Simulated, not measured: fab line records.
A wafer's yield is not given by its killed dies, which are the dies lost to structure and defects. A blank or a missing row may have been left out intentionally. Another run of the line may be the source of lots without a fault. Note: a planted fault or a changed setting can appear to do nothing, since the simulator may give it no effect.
Tool commonality check :: flow berkeley-cmos170 :: Sample size 15 lots and 45 wafers

## REASON FOR OPENING
At UCB170_GATE_THK_MEAS_05 the reading GATE_POLY_THK is flagged on 3 of 15 lots. No-fault wafers: 212.3 nm, standard deviation 2.5.
Rule: flag the lot when none of its wafers has a number, or when each of its wafers that has one lies beyond 4 standard deviations from that mean. As for the other lots, they are considered sound.

lot: L253
measured: day 5 04:00
on: film-metro-04
GATE_POLY_THK (nm), wafer by wafer: 210.2 209.6 209.5
flag: 

lot: L255
measured: day 5 20:54
on: film-metro-04
GATE_POLY_THK (nm), wafer by wafer: 213.2 212.0 211.7
flag: 

lot: L254
measured: day 5 20:55
on: film-metro-01
GATE_POLY_THK (nm), wafer by wafer: 212.4 210.2 211.5
flag: 

lot: L256
measured: day 5 20:57
on: film-metro-03
GATE_POLY_THK (nm), wafer by wafer: 209.5 212.4 210.7
flag: 

lot: L259
measured: day 6 16:32
on: film-metro-04
GATE_POLY_THK (nm), wafer by wafer: 208.4 210.4 211.4
flag: 

lot: L260
measured: day 7 02:25
on: film-metro-03
GATE_POLY_THK (nm), wafer by wafer: 208.3 211.3 209.5
flag: 

lot: L261
measured: day 7 23:13
on: film-metro-04
GATE_POLY_THK (nm), wafer by wafer: 211.9 210.9 210.4
flag: 

lot: L262
measured: day 7 23:14
on: film-metro-01
GATE_POLY_THK (nm), wafer by wafer: 213.9 213.8 213.8
flag: 

lot: L264
measured: day 8 03:38
on: film-metro-01
GATE_POLY_THK (nm), wafer by wafer: 211.9 215.0 213.1
flag: 

lot: L266
measured: day 8 11:44
on: film-metro-03
GATE_POLY_THK (nm), wafer by wafer: 419.2 421.6 417.9
flag: FLAGGED

lot: L269
measured: day 9 12:19
on: film-metro-01
GATE_POLY_THK (nm), wafer by wafer: 429.7 430.4 430.0
flag: FLAGGED

lot: L271
measured: day 9 23:20
on: film-metro-04
GATE_POLY_THK (nm), wafer by wafer: 427.1 423.8 427.6
flag: FLAGGED

lot: L273
measured: day 10 05:31
on: film-metro-04
GATE_POLY_THK (nm), wafer by wafer: 215.7 213.9 213.4
flag: 

lot: L275
measured: day 10 10:58
on: film-metro-03
GATE_POLY_THK (nm), wafer by wafer: 211.6 212.5 211.7
flag: 

lot: L276
measured: day 10 19:13
on: film-metro-04
GATE_POLY_THK (nm), wafer by wafer: 215.2 215.0 214.3
flag: 
On average the flagged lots' numbers are 425.3 nm, which is +213.0 nm against the usual, or +85 standard deviations.

## WHICH TOOL RAN EACH LOT
The record keeps 1 process step preceding the reading, out of 331 steps on the route. Read each cell as the tool, then ch plus the chambers that the sampled wafers visited, then the start.
lot: L253
flag: 
UCB170_GATE_CVD_04: lpcvd-02 ch 1, day 5 02:29

lot: L255
flag: 
UCB170_GATE_CVD_04: lpcvd-01 ch 0, day 5 19:30

lot: L254
flag: 
UCB170_GATE_CVD_04: lpcvd-01 ch 1, day 5 19:30

lot: L256
flag: 
UCB170_GATE_CVD_04: lpcvd-01 ch 0, day 5 19:30

lot: L259
flag: 
UCB170_GATE_CVD_04: lpcvd-01 ch 0, day 6 14:26

lot: L260
flag: 
UCB170_GATE_CVD_04: lpcvd-01 ch 1, day 7 00:59

lot: L261
flag: 
UCB170_GATE_CVD_04: lpcvd-01 ch 1, day 7 21:49

lot: L262
flag: 
UCB170_GATE_CVD_04: lpcvd-01 ch 0, day 7 21:49

lot: L264
flag: 
UCB170_GATE_CVD_04: lpcvd-02 ch 0, day 8 02:14

lot: L266
flag: FLAGGED
UCB170_GATE_CVD_04: lpcvd-02 ch 0, day 8 08:43

lot: L269
flag: FLAGGED
UCB170_GATE_CVD_04: lpcvd-02 ch 0, day 9 09:20

lot: L271
flag: FLAGGED
UCB170_GATE_CVD_04: lpcvd-01 ch 0, day 9 20:22

lot: L273
flag: 
UCB170_GATE_CVD_04: lpcvd-01 ch 1, day 10 04:05

lot: L275
flag: 
UCB170_GATE_CVD_04: lpcvd-02 ch 0, day 10 09:34

lot: L276
flag: 
UCB170_GATE_CVD_04: lpcvd-02 ch 1, day 10 17:49
What these steps do:
- UCB170_GATE_CVD_04: deposits poly-Si from SiH4, time 1440 s, target thk 214 nm.
- UCB170_GATE_THK_MEAS_05

## FLAGGED OVER TOTAL, TOOL BY TOOL (the gauges that took the reading come last)
step: UCB170_GATE_CVD_04
tool: lpcvd-01
lots run: 9
flagged: 1
share of the flagged lots: some
sound lots run after its first flagged lot: 1 (L273)

step: UCB170_GATE_CVD_04
tool: lpcvd-02
lots run: 6
flagged: 2
share of the flagged lots: some
sound lots run after its first flagged lot: 2 (L275,L276)

step: UCB170_GATE_THK_MEAS_05
tool: film-metro-01
lots run: 4
flagged: 1
share of the flagged lots: some
sound lots run after its first flagged lot: 0

step: UCB170_GATE_THK_MEAS_05
tool: film-metro-03
lots run: 4
flagged: 1
share of the flagged lots: some
sound lots run after its first flagged lot: 1 (L275)

step: UCB170_GATE_THK_MEAS_05
tool: film-metro-04
lots run: 7
flagged: 1
share of the flagged lots: some
sound lots run after its first flagged lot: 2 (L273,L276)

## THE TABLE: WHAT IT ALLOWS
No row of the table ran every flagged lot.

## WHAT WAS PUT IN BY THE SIMULATOR
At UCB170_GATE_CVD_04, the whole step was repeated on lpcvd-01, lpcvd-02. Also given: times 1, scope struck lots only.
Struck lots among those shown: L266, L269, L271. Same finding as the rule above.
